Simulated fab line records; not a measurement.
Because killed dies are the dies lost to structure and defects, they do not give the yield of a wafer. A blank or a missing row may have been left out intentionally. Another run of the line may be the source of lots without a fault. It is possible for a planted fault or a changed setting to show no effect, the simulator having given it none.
fab line records ; flow berkeley_cmos170
record lots=15; wafers=45; last_day=13
route steps=331 shown PWELL@50 NVT@111 CONTACT@231 M2@273
lots that met no fault: taken from a fault-free run of the same line
start_h: start of the lot's first displayed wafer, in hours after the record's first day ; wait_h: hours from the lot's prior step to this one ; " same as the row above ; L1.1+2: several wafers, shown together as one row ; - value missing, or start not given ; * or withheld: withheld ; < > ~ a bound
route shown NAME@n: NAME is a module with steps in the file, n the number in the route of the first one ; usual: average and standard deviation across the fault-free wafers ; same: alike in all rows ; chamber/n: place in a boat ; sites: each site's reading ; _std_site: how widely they spread, as a standard deviation ; _edge_site: mean of outer sites minus mean of inner sites ; radius_mm: how far each site lies from the wafer's centre ; mask NAME#n: copy n ; behind: tool/chamber where the wafer was last shaped ; hold: cause of the lot's hold/its duration in hours/its outcome ; device: which transistor (n, p or np) failed to switch ; end of line: the route-end tests of the same wafers ; a step without rows: its recipe alone ; killed: the dies lost at the first sort to structure and to defects; this is not the yield of the wafer ; map: shows each die of a wafer: x if killed, . if not, _ if none is there
set.NAME: the setting that was run; set.NAME@STEP: the one run at that earlier step ; model.NAME: the simulator's own value behind a step, which no gauge read
one table for each step of the route and one row for each wafer, over a sample of lots
services: when a tool's chamber went out of use (start_h, in hours from the record's first day, below 0 if earlier), for how many hours, and the reason
## steps
# step UCB170_PWELL_STRIP_16
# recipe chemistry=O2; power_w=400; pressure_mtorr=3500; platen_temp_c=withheld; o2_flow_sccm=400; overash_fraction=0.5
# usual drypump_motor_current_A=5.58/0.23; oes_product_au=0.721/0.0048; strip_time_to_endpoint_s=18.10/0.081
lot.wafer;tool;chamber;start_h;wait_h;drypump_motor_current_A;oes_product_au;rf_hours_counter_h;strip_time_to_endpoint_s
L340.1;plasma_asher-02;0;56.72;0.1;5.13;0.724;32;18.26
L340.3;plasma_asher-02;0;56.72;0.1;5.11;0.716;-;18.20
L340.4;plasma_asher-02;1;56.72;0.1;5.64;0.725;-;18.15
L341.1;plasma_asher-02;1;68.21;0.1;5.67;0.719;33;18.07
L341.2;plasma_asher-02;0;68.21;0.1;5.10;0.722;33;18.14
L341.5;plasma_asher-02;1;68.21;0.1;5.67;0.721;-;18.13
L345.2;plasma_asher-04;0;85.94;0.1;5.81;0.717;28;18.02
L345.4;plasma_asher-04;1;85.94;0.1;5.73;0.714;-;18.10
L345.5;plasma_asher-04;1;85.94;0.1;5.70;0.726;-;18.07
L348.4;plasma_asher-01;1;94.45;0.1;5.63;0.720;-;18.23
L348.5;plasma_asher-01;1;94.45;0.1;5.65;0.718;-;18.10
L348.6;plasma_asher-01;0;94.45;0.1;5.67;0.719;-;18.09
L346.2;plasma_asher-04;0;94.70;0.1;5.79;0.713;29;18.07
L346.3;plasma_asher-04;0;94.70;0.1;5.80;0.724;-;18.01
L346.4;plasma_asher-04;1;94.70;0.1;5.70;0.726;-;18.09
L347.2;plasma_asher-02;1;94.75;0.1;5.64;0.734;36;18.19
L347.3;plasma_asher-02;1;94.75;0.1;5.64;0.724;-;18.01
L347.5;plasma_asher-02;0;94.75;0.1;5.11;0.721;-;18.03
L349.1;plasma_asher-04;0;105.36;0.1;5.79;0.726;30;18.16
L349.3;plasma_asher-04;1;105.36;0.1;5.69;0.719;-;18.03
L349.4;plasma_asher-04;0;105.36;0.1;5.77;0.718;-;18.14
L352.2;plasma_asher-01;0;114.54;0.1;5.69;0.720;38;18.04
L352.3;plasma_asher-01;0;114.54;0.1;5.69;0.723;-;18.10
L352.5;plasma_asher-01;0;114.54;0.1;5.68;0.721;-;18.08
L351.2;plasma_asher-04;1;114.81;0.1;5.72;0.713;32;18.26
L351.3;plasma_asher-04;1;114.81;0.1;5.72;0.719;-;18.16
L351.4;plasma_asher-04;0;114.81;0.1;5.79;0.718;-;18.19
L353.1;plasma_asher-04;1;126.83;0.1;5.68;0.722;33;18.08
L353.2;plasma_asher-04;0;126.83;0.1;5.79;0.717;33;18.11
L353.4;plasma_asher-04;1;126.83;0.1;5.71;0.723;-;18.12
L355.1;plasma_asher-02;0;133.70;0.1;5.13;0.723;2;17.94
L355.3;plasma_asher-02;0;133.70;0.1;5.10;0.716;-;18.13
L355.5;plasma_asher-02;1;133.70;0.1;5.65;0.722;-;18.10
L356.3;plasma_asher-01;0;139.65;0.1;5.70;0.721;-;18.09
L356.4;plasma_asher-01;1;139.65;0.1;5.62;0.720;-;17.98
L356.6;plasma_asher-01;0;139.65;0.1;5.70;0.719;-;17.99
L359.1;plasma_asher-02;1;157.87;0.1;5.63;0.728;4;18.17
L359.2;plasma_asher-02;0;157.87;0.1;5.12;0.719;4;18.01
L359.4;plasma_asher-02;1;157.87;0.1;5.62;0.713;-;18.11
L361.3;plasma_asher-02;1;158.37;0.1;5.64;0.723;-;18.00
L361.4;plasma_asher-02;0;158.37;0.1;5.11;0.730;-;17.94
L361.5;plasma_asher-02;1;158.37;0.1;5.63;0.724;-;17.90
L363.2;plasma_asher-01;0;174.00;0.1;5.67;0.722;45;18.01
L363.3;plasma_asher-01;1;174.00;0.1;5.65;0.723;-;18.13
L363.6;plasma_asher-01;1;174.00;0.1;5.63;0.711;-;17.93
# step UCB170_NVT_IMPLANT_07
# recipe species=BF2; dose_cm2=3e+12; energy_kev=50; tilt_deg=7
# usual dose_ions_cm2=3.0005e+12/2.8e+09; faraday_current_uA=9.49/0.19
lot.wafer;tool;chamber;start_h;wait_h;dose_ions_cm2;faraday_current_uA
L340.1;implanter-04;0;121.51;0.0;3.0008e+12;9.25
L340.3;implanter-04;0;121.51;0.0;2.9958e+12;9.52
L340.4;implanter-04;0;121.51;0.0;2.9965e+12;9.79
L341.1;implanter-03;0;139.66;0.0;2.9995e+12;9.74
L341.2;implanter-03;0;139.66;0.0;2.9968e+12;10.10
L341.5;implanter-03;0;139.66;0.0;2.9973e+12;9.36
L345.2;implanter-02;0;164.28;0.0;3.002e+12;9.26
L345.4;implanter-02;0;164.28;0.0;3.0023e+12;9.46
L345.5;implanter-02;0;164.28;0.0;3.0061e+12;9.33
L346.2;implanter-04;0;168.99;0.0;3e+12;9.48
L346.3;implanter-04;0;168.99;0.0;3.0001e+12;9.39
L346.4;implanter-04;0;168.99;0.0;2.9989e+12;9.54
L347.2;implanter-02;0;169.09;0.0;3.0014e+12;9.31
L347.3;implanter-02;0;169.09;0.0;2.9996e+12;9.89
L347.5;implanter-02;0;169.09;0.0;3.0043e+12;9.59
L348.4;implanter-04;0;169.25;0.1;3.0021e+12;9.74
L348.5;implanter-04;0;169.25;0.1;3.0017e+12;9.64
L348.6;implanter-04;0;169.25;0.1;3.0014e+12;9.49
L349.1;implanter-02;0;178.38;0.0;3.002e+12;9.55
L349.3;implanter-02;0;178.38;0.0;3.0028e+12;9.53
L349.4;implanter-02;0;178.38;0.0;2.9981e+12;9.16
L351.2;implanter-02;0;188.04;0.0;3.0005e+12;9.65
L351.3;implanter-02;0;188.04;0.0;2.9999e+12;9.41
L351.4;implanter-02;0;188.04;0.0;3.0047e+12;9.59
L352.2;implanter-03;0;188.32;0.0;2.9982e+12;9.22
L352.3;implanter-03;0;188.32;0.0;3.0001e+12;9.61
L352.5;implanter-03;0;188.32;0.0;2.9998e+12;9.52
L353.1;implanter-02;0;202.07;0.0;2.9999e+12;9.40
L353.2;implanter-02;0;202.07;0.0;3.0009e+12;9.49
L353.4;implanter-02;0;202.07;0.0;3.0011e+12;9.39
L355.1;implanter-04;0;215.94;0.0;2.9975e+12;9.46
L355.3;implanter-04;0;215.94;0.0;2.9941e+12;9.47
L355.5;implanter-04;0;215.94;0.0;3e+12;9.48
L356.3;implanter-02;0;216.35;0.1;3.3007e+12;10.42
L356.4;implanter-02;0;216.35;0.1;3.2998e+12;10.49
L356.6;implanter-02;0;216.35;0.1;3.3031e+12;10.29
L361.3;implanter-02;0;230.86;0.1;3.3051e+12;10.43
L361.4;implanter-02;0;230.86;0.1;3.3032e+12;10.72
L361.5;implanter-02;0;230.86;0.1;3.3052e+12;10.21
L359.1;implanter-02;0;231.36;0.0;3.3058e+12;10.56
L359.2;implanter-02;0;231.36;0.0;3.2972e+12;10.34
L359.4;implanter-02;0;231.36;0.0;3.3026e+12;10.42
L363.2;implanter-03;0;243.99;0.0;2.9973e+12;9.28
L363.3;implanter-03;0;243.99;0.0;2.9994e+12;9.10
L363.6;implanter-03;0;243.99;0.0;2.9958e+12;9.12
# step UCB170_NVT_TW_MEAS_09
# usual NVT_TW=518.6/2.5
lot.wafer;tool;chamber;start_h;wait_h;NVT_TW
L340.1;film_metro-04;-;121.76;0.1;517.9
L340.3;film_metro-04;-;121.76;0.1;516.8
L340.4;film_metro-04;-;121.76;0.1;518.7
L341.1;film_metro-02;-;139.91;0.1;518.3
L341.2;film_metro-02;-;139.91;0.1;514.3
L341.5;film_metro-02;-;139.91;0.1;513.2
L345.2;film_metro-02;-;164.52;0.1;514.2
L345.4;film_metro-02;-;164.52;0.1;516.1
L345.5;film_metro-02;-;164.52;0.1;517.6
L346.2;film_metro-01;-;169.22;0.1;519.8
L346.3;film_metro-01;-;169.22;0.1;520.2
L346.4;film_metro-01;-;169.22;0.1;520.6
L347.2;film_metro-02;-;169.32;0.1;519.2
L347.3;film_metro-02;-;169.32;0.1;517.7
L347.5;film_metro-02;-;169.32;0.1;518.0
L348.4;film_metro-04;-;169.45;0.1;516.9
L348.5;film_metro-04;-;169.45;0.1;519.1
L348.6;film_metro-04;-;169.45;0.1;520.0
L349.1;film_metro-01;-;178.63;0.1;520.1
L349.3;film_metro-01;-;178.63;0.1;519.2
L349.4;film_metro-01;-;178.63;0.1;523.1
L351.2;film_metro-01;-;188.28;0.1;518.7
L351.3;film_metro-01;-;188.28;0.1;522.5
L351.4;film_metro-01;-;188.28;0.1;521.0
L352.2;film_metro-04;-;188.55;0.1;519.6
L352.3;film_metro-04;-;188.55;0.1;515.9
L352.5;film_metro-04;-;188.55;0.1;517.2
L353.1;film_metro-02;-;202.32;0.1;518.9
L353.2;film_metro-02;-;202.32;0.1;516.0
L353.4;film_metro-02;-;202.32;0.1;519.4
L355.1;film_metro-02;-;216.19;0.1;516.7
L355.3;film_metro-02;-;216.19;0.1;518.8
L355.5;film_metro-02;-;216.19;0.1;515.3
L356.3;film_metro-01;-;216.57;0.1;533.1
L356.4;film_metro-01;-;216.57;0.1;537.3
L356.6;film_metro-01;-;216.57;0.1;538.4
L361.3;film_metro-02;-;231.08;0.1;535.2
L361.4;film_metro-02;-;231.08;0.1;534.0
L361.5;film_metro-02;-;231.08;0.1;534.5
L359.1;film_metro-02;-;231.61;0.1;533.9
L359.2;film_metro-02;-;231.61;0.1;536.6
L359.4;film_metro-02;-;231.61;0.1;531.6
L363.2;film_metro-01;-;244.23;0.1;519.0
L363.3;film_metro-01;-;244.23;0.1;518.7
L363.6;film_metro-01;-;244.23;0.1;519.6
# step UCB170_CONTACT_CD_MEAS_15
# recipe target_cd_nm=700
# usual cd_nm=700.0/1.4
lot.wafer;tool;chamber;start_h;wait_h;cd_nm
L340.1;cd_sem-02;-;159.90;-;702.1
L340.3;cd_sem-02;-;159.90;-;701.0
L340.4;cd_sem-02;-;159.90;-;702.5
L341.1;cd_sem-01;-;189.56;-;698.7
L341.2;cd_sem-01;-;189.56;-;699.0
L341.5;cd_sem-01;-;189.56;-;699.3
L345.2;cd_sem-01;-;206.93;-;699.2
L345.4;cd_sem-01;-;206.93;-;699.7
L345.5;cd_sem-01;-;206.93;-;700.8
L346.2;cd_sem-02;-;209.87;-;700.8
L346.3;cd_sem-02;-;209.87;-;701.0
L346.4;cd_sem-02;-;209.87;-;700.3
L347.2;cd_sem-01;-;209.90;-;700.5
L347.3;cd_sem-01;-;209.90;-;700.1
L347.5;cd_sem-01;-;209.90;-;700.6
L348.4;cd_sem-02;-;211.78;-;699.6
L348.5;cd_sem-02;-;211.78;-;700.0
L348.6;cd_sem-02;-;211.78;-;698.9
L349.1;cd_sem-02;-;218.40;-;701.2
L349.3;cd_sem-02;-;218.40;-;702.2
L349.4;cd_sem-02;-;218.40;-;702.2
L351.2;cd_sem-02;-;228.31;-;699.5
L351.3;cd_sem-02;-;228.31;-;700.9
L351.4;cd_sem-02;-;228.31;-;700.2
L352.2;cd_sem-02;-;228.59;-;702.1
L352.3;cd_sem-02;-;228.59;-;702.8
L352.5;cd_sem-02;-;228.59;-;701.5
L353.1;cd_sem-01;-;249.57;-;700.2
L353.2;cd_sem-01;-;249.57;-;700.8
L353.4;cd_sem-01;-;249.57;-;699.8
L355.1;cd_sem-01;-;258.89;-;696.9
L355.3;cd_sem-01;-;258.89;-;700.0
L355.5;cd_sem-01;-;258.89;-;700.3
L356.3;cd_sem-01;-;259.47;-;700.5
L356.4;cd_sem-01;-;259.47;-;700.2
L356.6;cd_sem-01;-;259.47;-;699.8
L361.3;cd_sem-02;-;272.16;-;702.2
L361.4;cd_sem-02;-;272.16;-;702.9
L361.5;cd_sem-02;-;272.16;-;703.4
L359.1;cd_sem-01;-;277.65;-;700.1
L359.2;cd_sem-01;-;277.65;-;699.6
L359.4;cd_sem-01;-;277.65;-;698.9
L363.2;cd_sem-01;-;290.95;-;697.9
L363.3;cd_sem-01;-;290.95;-;696.8
L363.6;cd_sem-01;-;290.95;-;697.4
# step UCB170_M2_RS_MEAS_02
# recipe thk_meas_gauge=four-point-probe; reads=Al_of_M2_SPUTTER_01
# usual M2_AL_RS=0.0320/0.00049
lot.wafer;tool;chamber;start_h;wait_h;M2_AL_RS[ohm/sq]
L340.1;film_metro-01;-;173.41;0.0;0.0330
L340.3;film_metro-01;-;173.41;0.0;0.0319
L340.4;film_metro-01;-;173.41;0.0;0.0321
L341.1;film_metro-03;-;197.85;0.0;0.0330
L341.2;film_metro-03;-;197.85;0.0;0.0322
L341.5;film_metro-03;-;197.85;0.0;0.0331
L345.2;film_metro-01;-;214.49;0.1;0.0326
L345.4;film_metro-01;-;214.49;0.1;0.0324
L345.5;film_metro-01;-;214.49;0.1;0.0319
L347.2;film_metro-04;-;220.35;0.1;0.0315
L347.3;film_metro-04;-;220.35;0.1;0.0311
L347.5;film_metro-04;-;220.35;0.1;0.0314
L348.4;film_metro-01;-;220.51;0.1;0.0320
L348.5;film_metro-01;-;220.51;0.1;0.0320
L348.6;film_metro-01;-;220.51;0.1;0.0317
L346.2;film_metro-03;-;220.63;0.1;0.0316
L346.3;film_metro-03;-;220.63;0.1;0.0315
L346.4;film_metro-03;-;220.63;0.1;0.0316
L349.1;film_metro-04;-;226.40;0.0;0.0310
L349.3;film_metro-04;-;226.40;0.0;0.0315
L349.4;film_metro-04;-;226.40;0.0;0.0324
L352.2;film_metro-01;-;237.20;0.1;0.0319
L352.3;film_metro-01;-;237.20;0.1;0.0318
L352.5;film_metro-01;-;237.20;0.1;0.0318
L351.2;film_metro-01;-;240.50;0.1;0.0322
L351.3;film_metro-01;-;240.50;0.1;0.0314
L351.4;film_metro-01;-;240.50;0.1;0.0320
L353.1;film_metro-04;-;259.28;0.0;0.0317
L353.2;film_metro-04;-;259.28;0.0;0.0328
L353.4;film_metro-04;-;259.28;0.0;0.0315
L355.1;film_metro-03;-;268.70;0.0;0.0321
L355.3;film_metro-03;-;268.70;0.0;0.0323
L355.5;film_metro-03;-;268.70;0.0;0.0321
L356.3;film_metro-03;-;269.29;0.1;0.0325
L356.4;film_metro-03;-;269.29;0.1;0.0316
L356.6;film_metro-03;-;269.29;0.1;0.0317
L361.3;film_metro-04;-;279.94;0.1;0.0317
L361.4;film_metro-04;-;279.94;0.1;0.0316
L361.5;film_metro-04;-;279.94;0.1;0.0316
L359.1;film_metro-04;-;284.00;0.0;0.0325
L359.2;film_metro-04;-;284.00;0.0;0.0315
L359.4;film_metro-04;-;284.00;0.0;0.0312
L363.2;film_metro-03;-;297.27;0.1;0.0316
L363.3;film_metro-03;-;297.27;0.1;0.0329
L363.6;film_metro-03;-;297.27;0.1;0.0316
## services
tool;chamber;start_h;hours;kind
plasma_asher-04;-;49.07;1.6;repair
plasma_asher-04;-;57.50;8.5;pm
implanter-03;-;61.63;1.3;repair
implanter-02;-;63.55;2.4;repair
implanter-04;-;70.53;5.4;repair
implanter-03;-;78.98;0.5;repair
plasma_asher-02;-;108.75;9.0;pm
plasma_asher-02;0;108.75;9.0;vent_cycle
plasma_asher-02;1;108.75;9.0;vent_cycle
plasma_asher-02;-;109.40;7.9;repair
implanter-02;-;112.70;3.3;pm
plasma_asher-02;0;117.75;-;clean
plasma_asher-02;1;117.75;-;clean
plasma_asher-04;-;118.35;1.9;repair
plasma_asher-02;-;150.08;3.2;repair
implanter-03;-;150.79;27.0;pm
implanter-02;-;178.78;2.4;repair
plasma_asher-04;-;185.32;4.0;repair
implanter-02;-;206.49;4.5;pm
plasma_asher-01;-;207.43;12.8;repair
## key
first_sign step=UCB170_NVT_IMPLANT_07; reading=dose_ions_cm2; direction=up; sigmas=99+; usual=3.0005e+12; struck=3.3025e+12
effect step=UCB170_NVT_IMPLANT_07; reading=faraday_current_uA; direction=up; sigmas=4.9; usual=9.49; struck=10.43
effect step=UCB170_NVT_TW_MEAS_09; reading=NVT_TW; direction=up; sigmas=6.5; usual=518.6; struck=534.9
met_at UCB170_NVT_IMPLANT_07
struck_lots L356,L359,L361
tester_left_out L356,L359,L361
not_acting_at UCB170_PWELL_STRIP_16,UCB170_CONTACT_CD_MEAS_15,UCB170_M2_RS_MEAS_02
onset_between 202.07 216.35
fault kind=process_parameter_drift; tool=implanter-02; chamber=-; onset_h=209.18; steps=UCB170_NVT_IMPLANT_07; channel=dose_cm2; offset=3e+11; shape=step; end_h=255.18; acts_in=these_recipes_only; stated=3e+12
# tester_left_out: of these lots the tester's yield and bins aren't shown, on N5 and GAA mostly nor the transistor test; their killed dies are dies lost to structure and defects alone, not to doping, threshold or leakage, so they don't give the yield
